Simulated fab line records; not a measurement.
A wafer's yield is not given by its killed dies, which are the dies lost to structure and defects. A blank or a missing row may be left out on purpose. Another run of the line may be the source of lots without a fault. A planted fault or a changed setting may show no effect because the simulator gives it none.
Which tool was responsible? + flow berkeley_cmos170 + Sampling: 14 lots, 42 wafers, 6 of 331 route steps

WHAT THE GAUGES SHOWED, per wafer
UCB170_SPACER_THK_MEAS_01.
| lot  | measured     | on            | SPACER_TEOS_THK (nm) |
|------|--------------|---------------|----------------------|
| L678 | day 8 00:19  | film_metro-01 | 364 375 373          |
| L679 | day 8 00:28  | film_metro-02 | 371 377 383          |
| L680 | day 8 00:38  | film_metro-04 | 362 375 369          |
| L677 | day 8 00:38  | film_metro-01 | 372 379 381          |
| L681 | day 8 18:27  | film_metro-01 | 362 372 375          |
| L684 | day 9 12:48  | film_metro-01 | 369 375 381          |
| L687 | day 9 22:33  | film_metro-02 | 371 378 382          |
| L690 | day 10 10:46 | film_metro-02 | 373 385 381          |
| L689 | day 10 10:47 | film_metro-01 | 367 373 377          |
| L691 | day 11 04:19 | film_metro-01 | 372 372 374          |
| L693 | day 11 16:41 | film_metro-01 | 372 376 372          |
| L698 | day 12 08:50 | film_metro-02 | 372 369 372          |
| L696 | day 12 09:07 | film_metro-04 | 370 376 379          |
| L700 | day 12 09:19 | film_metro-01 | 378 380 381          |

UCB170_SDANNEAL_RS_MEAS_02: the measuring method here is four-point-probe.
| lot  | measured     | on            | PSD_RS (ohm/sq) |
|------|--------------|---------------|-----------------|
| L678 | day 8 13:56  | film_metro-03 | 75.3 75.5 75.6  |
| L679 | day 8 13:55  | film_metro-04 | 75.2 75.2 74.9  |
| L680 | day 8 14:43  | film_metro-04 | 75.8 75.8 75.9  |
| L677 | day 8 14:14  | film_metro-01 | 75.2 75.3 75.4  |
| L681 | day 9 11:25  | film_metro-04 | 75.6 75.7 75.8  |
| L684 | day 9 22:27  | film_metro-03 | 75.2 75.1 75.5  |
| L687 | day 10 10:43 | film_metro-04 | 75.9 76.0 75.9  |
| L690 | day 10 22:28 | film_metro-04 | 75.5 75.6 75.5  |
| L689 | day 10 22:32 | film_metro-03 | 75.7 75.7 75.5  |
| L691 | day 11 17:17 | film_metro-04 | 75.5 75.5 75.5  |
| L693 | day 12 00:49 | film_metro-01 | 75.5 75.4 75.5  |
| L698 | day 12 19:47 | film_metro-03 | 76.2 76.1 76.3  |
| L696 | day 12 21:07 | film_metro-01 | 76.1 75.7 75.9  |
| L700 | day 12 21:30 | film_metro-04 | 75.5 75.5 75.5  |

UCB170_SDANNEAL_RS_MEAS_03: the measuring method here is four-point-probe.
| lot  | measured     | on            | NSD_RS (ohm/sq)   |
|------|--------------|---------------|-------------------|
| L678 | day 8 14:04  | film_metro-03 | 37.26 37.34 37.33 |
| L679 | day 8 14:02  | film_metro-04 | 37.38 37.31 37.28 |
| L680 | day 8 14:50  | film_metro-04 | 37.27 37.20 37.41 |
| L677 | day 8 14:21  | film_metro-01 | 37.19 37.26 37.22 |
| L681 | day 9 11:32  | film_metro-04 | 37.38 37.24 37.20 |
| L684 | day 9 22:34  | film_metro-03 | 36.87 36.91 36.99 |
| L687 | day 10 10:50 | film_metro-04 | 36.83 36.90 36.90 |
| L690 | day 10 22:35 | film_metro-04 | 37.26 37.24 37.19 |
| L689 | day 10 22:39 | film_metro-03 | 36.89 36.86 36.83 |
| L691 | day 11 17:24 | film_metro-04 | 37.29 37.27 37.34 |
| L693 | day 12 00:56 | film_metro-01 | 37.39 37.28 37.32 |
| L698 | day 12 19:54 | film_metro-03 | 37.32 37.27 37.37 |
| L696 | day 12 21:14 | film_metro-01 | 37.26 37.28 37.31 |
| L700 | day 12 21:37 | film_metro-04 | 37.05 37.09 37.22 |

WHAT TOOL EACH LOT RAN ON (gives the tool, then ch and the chambers of the sampled wafers, and finally the start)
| lot  | UCB170_PSD_STRIP_09                  | UCB170_NSD_IMPLANT_08           | UCB170_NSD_STRIP_09                  |
|------|--------------------------------------|---------------------------------|--------------------------------------|
| L678 | plasma_asher-04 ch 0, day 8 10:19    | implanter-02 ch 0, day 8 12:10  | plasma_asher-01 ch 0,1, day 8 12:17  |
| L679 | plasma_asher-01 ch 0,1, day 8 10:26  | implanter-02 ch 0, day 8 12:26  | plasma_asher-03 ch 0,1, day 8 12:34  |
| L680 | plasma_asher-04 ch 0,1, day 8 11:07  | implanter-02 ch 0, day 8 12:58  | plasma_asher-02 ch 0,1, day 8 13:07  |
| L677 | plasma_asher-03 ch 0,1, day 8 10:38  | implanter-02 ch 0, day 8 12:47  | plasma_asher-01 ch 0,1, day 8 12:55  |
| L681 | plasma_asher-03 ch 0,1, day 9 04:59  | implanter-03 ch 0, day 9 09:46  | plasma_asher-01 ch 0,1, day 9 09:55  |
| L684 | plasma_asher-03 ch 0,1, day 9 19:13  | implanter-02 ch 0, day 9 21:07  | plasma_asher-01 ch 0,1, day 9 21:14  |
| L687 | plasma_asher-04 ch 0,1, day 10 07:13 | implanter-02 ch 0, day 10 09:21 | plasma_asher-03 ch 0,1, day 10 09:29 |
| L690 | plasma_asher-03 ch 0,1, day 10 19:16 | implanter-01 ch 0, day 10 21:07 | plasma_asher-03 ch 0,1, day 10 21:16 |
| L689 | plasma_asher-04 ch 0,1, day 10 19:09 | implanter-02 ch 0, day 10 20:51 | plasma_asher-02 ch 0,1, day 10 21:00 |
| L691 | plasma_asher-01 ch 1, day 11 12:26   | implanter-01 ch 0, day 11 15:02 | plasma_asher-03 ch 0,1, day 11 15:11 |
| L693 | plasma_asher-03 ch 1, day 11 21:50   | implanter-01 ch 0, day 11 23:29 | plasma_asher-03 ch 1, day 11 23:37   |
| L698 | plasma_asher-01 ch 0,1, day 12 16:11 | implanter-01 ch 0, day 12 18:22 | plasma_asher-01 ch 0,1, day 12 18:31 |
| L696 | plasma_asher-03 ch 0,1, day 12 16:49 | implanter-03 ch 0, day 12 19:17 | plasma_asher-02 ch 0,1, day 12 19:24 |
| L700 | plasma_asher-04 ch 0,1, day 12 16:57 | implanter-01 ch 0, day 12 19:22 | plasma_asher-01 ch 0,1, day 12 19:31 |
- UCB170_PSD_STRIP_09: strips in O2.
- UCB170_NSD_IMPLANT_08
- UCB170_NSD_STRIP_09: strips in O2.

WHAT THE TOOLS THEMSELVES READ (means of the sampled wafers that have a number; where no wafer has one, the mark that the record gives instead)
UCB170_PSD_STRIP_09.
| lot  | tool            | drypump_motor_current_A (A) | oes_product_au (a.u.) | strip_time_to_endpoint_s (s) |
|------|-----------------|-----------------------------|-----------------------|------------------------------|
| L678 | plasma_asher-04 | 6.1                         | 0.605                 | 29.27                        |
| L679 | plasma_asher-01 | 6.0                         | 0.598                 | 29.57                        |
| L680 | plasma_asher-04 | 5.8                         | 0.595                 | 29.42                        |
| L677 | plasma_asher-03 | 5.6                         | 0.599                 | 29.51                        |
| L681 | plasma_asher-03 | 5.3                         | 0.599                 | 29.26                        |
| L684 | plasma_asher-03 | 5.6                         | 0.601                 | 29.47                        |
| L687 | plasma_asher-04 | 5.6                         | 0.601                 | 29.50                        |
| L690 | plasma_asher-03 | 5.6                         | 0.597                 | 29.44                        |
| L689 | plasma_asher-04 | 5.8                         | 0.603                 | 29.57                        |
| L691 | plasma_asher-01 | 6.5                         | 0.603                 | 29.36                        |
| L693 | plasma_asher-03 | 5.8                         | 0.601                 | 29.38                        |
| L698 | plasma_asher-01 | 6.0                         | 0.600                 | 29.37                        |
| L696 | plasma_asher-03 | 5.6                         | 0.601                 | 29.43                        |
| L700 | plasma_asher-04 | 5.6                         | 0.603                 | 29.42                        |

UCB170_NSD_IMPLANT_08.
| lot  | tool         | beam_energy_keV |
|------|--------------|-----------------|
| L678 | implanter-02 | 39.992          |
| L679 | implanter-02 | 40.011          |
| L680 | implanter-02 | 39.998          |
| L677 | implanter-02 | 40.012          |
| L681 | implanter-03 | 39.990          |
| L684 | implanter-02 | 41.444          |
| L687 | implanter-02 | 41.443          |
| L690 | implanter-01 | 40.007          |
| L689 | implanter-02 | 41.449          |
| L691 | implanter-01 | 39.981          |
| L693 | implanter-01 | 39.994          |
| L698 | implanter-01 | 39.990          |
| L696 | implanter-03 | 39.995          |
| L700 | implanter-01 | 39.994          |

UCB170_NSD_STRIP_09.
| lot  | tool            | drypump_motor_current_A (A) | oes_product_au (a.u.) | strip_time_to_endpoint_s (s) |
|------|-----------------|-----------------------------|-----------------------|------------------------------|
| L678 | plasma_asher-01 | 6.2                         | 0.529                 | 35.85                        |
| L679 | plasma_asher-03 | 5.6                         | 0.532                 | 35.90                        |
| L680 | plasma_asher-02 | 5.5                         | 0.529                 | 35.83                        |
| L677 | plasma_asher-01 | 6.3                         | 0.532                 | 35.91                        |
| L681 | plasma_asher-01 | 6.3                         | 0.532                 | 35.87                        |
| L684 | plasma_asher-01 | 6.3                         | 0.531                 | 36.44                        |
| L687 | plasma_asher-03 | 5.6                         | 0.526                 | 36.34                        |
| L690 | plasma_asher-03 | 5.6                         | 0.537                 | 35.97                        |
| L689 | plasma_asher-02 | 5.5                         | 0.529                 | 36.45                        |
| L691 | plasma_asher-03 | 5.3                         | 0.530                 | 35.80                        |
| L693 | plasma_asher-03 | 5.8                         | 0.533                 | 35.87                        |
| L698 | plasma_asher-01 | 6.3                         | 0.531                 | 35.92                        |
| L696 | plasma_asher-02 | 5.5                         | 0.534                 | 35.86                        |
| L700 | plasma_asher-01 | 6.0                         | 0.531                 | 35.87                        |

THE ANSWER, worked out from the rows above alone
Rule: the lots themselves supply what counts as usual. Put in order of their means at a reading, lots are off if they are a third of the lots or fewer, leave a main group of 4 or more, and stand apart from it by a gap of 3 or more times the standard deviation of the main group's means; of several such gaps the widest counts. Not used: any main group whose means are identical at the precision the tables above print for the reading. Also off: a lot with no number at a reading for which 4 or more lots have one. All remaining lots with rows at the step are treated as sound. First the gauges in route order, then the tools' own readings, where a lot's mean is used as printed above. The first step at which some lot is off is used, and at that step the reading that is off furthest; a lot without a number counts as furthest.
Off: L684, L687, L689, seen at UCB170_SDANNEAL_RS_MEAS_03 (NSD_RS). The main group has a mean of 37.27 ohm/sq with a standard deviation of 0.059.
If a tool, at a process step before that reading, ran all the lots that are off and no sound lot after the first of them, it fits. The gauges at UCB170_SDANNEAL_RS_MEAS_03 aren't tried: what is off there is off at UCB170_NSD_IMPLANT_08 too, on other tools, and a gauge's error can't cause that. One fits: UCB170_NSD_IMPLANT_08 on implanter-02. A fault onset in the window from L680 (day 8 12:58, its last sound lot) to L684 (day 9 21:07, its first lot off) fits.
The tool's own readings at UCB170_NSD_IMPLANT_08 bear it out: on the lots that are off they differ by more than 5 times the standard deviation of the sound lots' means. beam_energy_keV reads 41.445 there against 39.997 on the sound lots.

WHAT HAD BEEN PUT IN BY THE SIMULATOR
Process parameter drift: implanter-02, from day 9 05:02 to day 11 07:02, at UCB170_NSD_IMPLANT_08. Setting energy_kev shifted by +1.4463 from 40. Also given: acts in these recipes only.
Shown lots that were struck: L684, L687, L689. The rule given above showed the same thing.
